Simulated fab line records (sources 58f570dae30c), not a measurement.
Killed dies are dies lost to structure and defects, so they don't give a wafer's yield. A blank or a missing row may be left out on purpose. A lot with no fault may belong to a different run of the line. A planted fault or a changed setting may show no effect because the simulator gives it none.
Which tool is to blame? :: flow berkeley_cmos170 :: 45 wafers from 15 lots sampled at 2 of the route's 331 steps

## WHAT THE GAUGES SHOWED, per wafer
UCB170_CONTACT_THK_MEAS_02.
lot: L288
measured: day 9 02:55
on: film_metro-01
CONTACT_PSG_THK (nm): 707 715 707

lot: L289
measured: day 9 01:08
on: film_metro-01
CONTACT_PSG_THK (nm): 699 701 703

lot: L287
measured: day 9 02:55
on: film_metro-02
CONTACT_PSG_THK (nm): 711 708 705

lot: L290
measured: day 9 11:49
on: film_metro-03
CONTACT_PSG_THK (nm): 706 708 704

lot: L291
measured: day 9 13:35
on: film_metro-02
CONTACT_PSG_THK (nm): 688 687 691

lot: L293
measured: day 9 13:35
on: film_metro-01
CONTACT_PSG_THK (nm): 702 704 704

lot: L294
measured: day 10 09:53
on: film_metro-02
CONTACT_PSG_THK (nm): 699 698 694

lot: L297
measured: day 10 11:41
on: film_metro-02
CONTACT_PSG_THK (nm): 703 699 700

lot: L295
measured: day 10 11:40
on: film_metro-03
CONTACT_PSG_THK (nm): 704 704 700

lot: L296
measured: day 10 11:39
on: film_metro-01
CONTACT_PSG_THK (nm): 696 700 698

lot: L300
measured: day 11 13:11
on: film_metro-01
CONTACT_PSG_THK (nm): 705 706 701

lot: L299
measured: day 11 12:44
on: film_metro-03
CONTACT_PSG_THK (nm): 707 703 705

lot: L301
measured: day 11 19:05
on: film_metro-03
CONTACT_PSG_THK (nm): 706 720 718

lot: L303
measured: day 12 07:14
on: film_metro-02
CONTACT_PSG_THK (nm): 710 710 709

lot: L308
measured: day 13 07:19
on: film_metro-03
CONTACT_PSG_THK (nm): 704 709 702

## TOOL THAT RAN EACH LOT (tool first, then ch and the chambers of the sampled wafers, then the start)
lot: L288
UCB170_NLDD_IMPLANT_09: implanter-02 ch 0, day 8 11:26

lot: L289
UCB170_NLDD_IMPLANT_09: implanter-01 ch 0, day 8 11:59

lot: L287
UCB170_NLDD_IMPLANT_09: implanter-03 ch 0, day 8 12:43

lot: L290
UCB170_NLDD_IMPLANT_09: implanter-03 ch 0, day 8 18:46

lot: L291
UCB170_NLDD_IMPLANT_09: implanter-01 ch 0, day 8 19:05

lot: L293
UCB170_NLDD_IMPLANT_09: implanter-03 ch 0, day 9 02:10

lot: L294
UCB170_NLDD_IMPLANT_09: implanter-03 ch 0, day 9 20:37

lot: L297
UCB170_NLDD_IMPLANT_09: implanter-01 ch 0, day 9 20:47

lot: L295
UCB170_NLDD_IMPLANT_09: implanter-02 ch 0, day 9 20:52

lot: L296
UCB170_NLDD_IMPLANT_09: implanter-03 ch 0, day 9 20:58

lot: L300
UCB170_NLDD_IMPLANT_09: implanter-02 ch 0, day 10 21:43

lot: L299
UCB170_NLDD_IMPLANT_09: implanter-01 ch 0, day 10 22:00

lot: L301
UCB170_NLDD_IMPLANT_09: implanter-01 ch 0, day 11 04:55

lot: L303
UCB170_NLDD_IMPLANT_09: implanter-01 ch 0, day 11 12:14

lot: L308
UCB170_NLDD_IMPLANT_09: implanter-03 ch 0, day 12 12:40
- UCB170_NLDD_IMPLANT_09

## WHAT THE TOOLS THEMSELVES READ (means of the sampled wafers that have a number; where no wafer has one, the mark that the record gives instead)
UCB170_NLDD_IMPLANT_09.
lot: L288
tool: implanter-02
dose_ions_cm2: 5e+13
faraday_current_uA: 158
rotation_deg (degrees): 180.02
tilt_deg (degrees): 7.013

lot: L289
tool: implanter-01
dose_ions_cm2: 5e+13
faraday_current_uA: 157
rotation_deg (degrees): 180.02
tilt_deg (degrees): 7.034

lot: L287
tool: implanter-03
dose_ions_cm2: 5e+13
faraday_current_uA: 158
rotation_deg (degrees): 179.99
tilt_deg (degrees): 7.006

lot: L290
tool: implanter-03
dose_ions_cm2: 5e+13
faraday_current_uA: 162
rotation_deg (degrees): 180.01
tilt_deg (degrees): 6.989

lot: L291
tool: implanter-01
dose_ions_cm2: 5e+13
faraday_current_uA: 157
rotation_deg (degrees): 180.00
tilt_deg (degrees): 7.011

lot: L293
tool: implanter-03
dose_ions_cm2: 5e+13
faraday_current_uA: 157
rotation_deg (degrees): 179.99
tilt_deg (degrees): 7.002

lot: L294
tool: implanter-03
dose_ions_cm2: 5e+13
faraday_current_uA: 159
rotation_deg (degrees): 180.00
tilt_deg (degrees): 7.010

lot: L297
tool: implanter-01
dose_ions_cm2: 5e+13
faraday_current_uA: 156
rotation_deg (degrees): 180.07
tilt_deg (degrees): 6.996

lot: L295
tool: implanter-02
dose_ions_cm2: 5e+13
faraday_current_uA: 161
rotation_deg (degrees): 180.01
tilt_deg (degrees): 7.020

lot: L296
tool: implanter-03
dose_ions_cm2: 5e+13
faraday_current_uA: 160
rotation_deg (degrees): 180.02
tilt_deg (degrees): 6.999

lot: L300
tool: implanter-02
dose_ions_cm2: 5e+13
faraday_current_uA: 161
rotation_deg (degrees): 179.97
tilt_deg (degrees): 7.001

lot: L299
tool: implanter-01
dose_ions_cm2: 5e+13
faraday_current_uA: 157
rotation_deg (degrees): 269.99
tilt_deg (degrees): 6.978

lot: L301
tool: implanter-01
dose_ions_cm2: 5e+13
faraday_current_uA: 161
rotation_deg (degrees): 269.97
tilt_deg (degrees): 6.992

lot: L303
tool: implanter-01
dose_ions_cm2: 5e+13
faraday_current_uA: 158
rotation_deg (degrees): 270.01
tilt_deg (degrees): 7.043

lot: L308
tool: implanter-03
dose_ions_cm2: 5e+13
faraday_current_uA: 158
rotation_deg (degrees): 179.97
tilt_deg (degrees): 6.992

## THE ANSWER, worked out from the rows above alone
Rule: usual is defined by the lots themselves. The widest of any qualifying gaps counts: lots, ordered by their means at a reading, are off when they make up no more than a third of the lots, leave a main group of 4 or more, and stand apart from it by 3 or more times the standard deviation of that group's means. A main group whose means are all the same, to the digits that the tables above print for the reading, isn't used. A lot without any number at a reading at which 4 lots or more have one is off too. Any other lot the step has rows for is counted as sound. After the gauges, taken in route order, come the tools' own readings; for these a lot's mean is taken, as printed above. At the first step where some lot is off, the reading lying furthest off is the one used; lots without a number count as furthest.
Off, at UCB170_NLDD_IMPLANT_09 on rotation_deg: L299, L301, L303. The main group: mean 180.01 degrees, standard deviation 0.026.
A tool fits if, at that step or a process step before it, it ran every lot that is off, and no sound lot after the first of them. One fits: UCB170_NLDD_IMPLANT_09 on implanter-01. A fault onset in the window from L297 (day 9 20:47, its last sound lot) to L299 (day 10 22:00, its first lot off) fits.
The tool's own readings at UCB170_NLDD_IMPLANT_09 bear it out: on the lots that are off they differ by more than 5 times the standard deviation of the sound lots' means. rotation_deg reads 269.99 degrees there against 180.01 degrees on the sound lots.

## WHAT THE SIMULATOR PUT IN
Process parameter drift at UCB170_NLDD_IMPLANT_09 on implanter-01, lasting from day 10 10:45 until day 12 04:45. A move of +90 in setting rotation_deg, from 180. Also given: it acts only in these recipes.
Lots struck among those shown: L299, L301, L303. This agrees with what the rule above found.
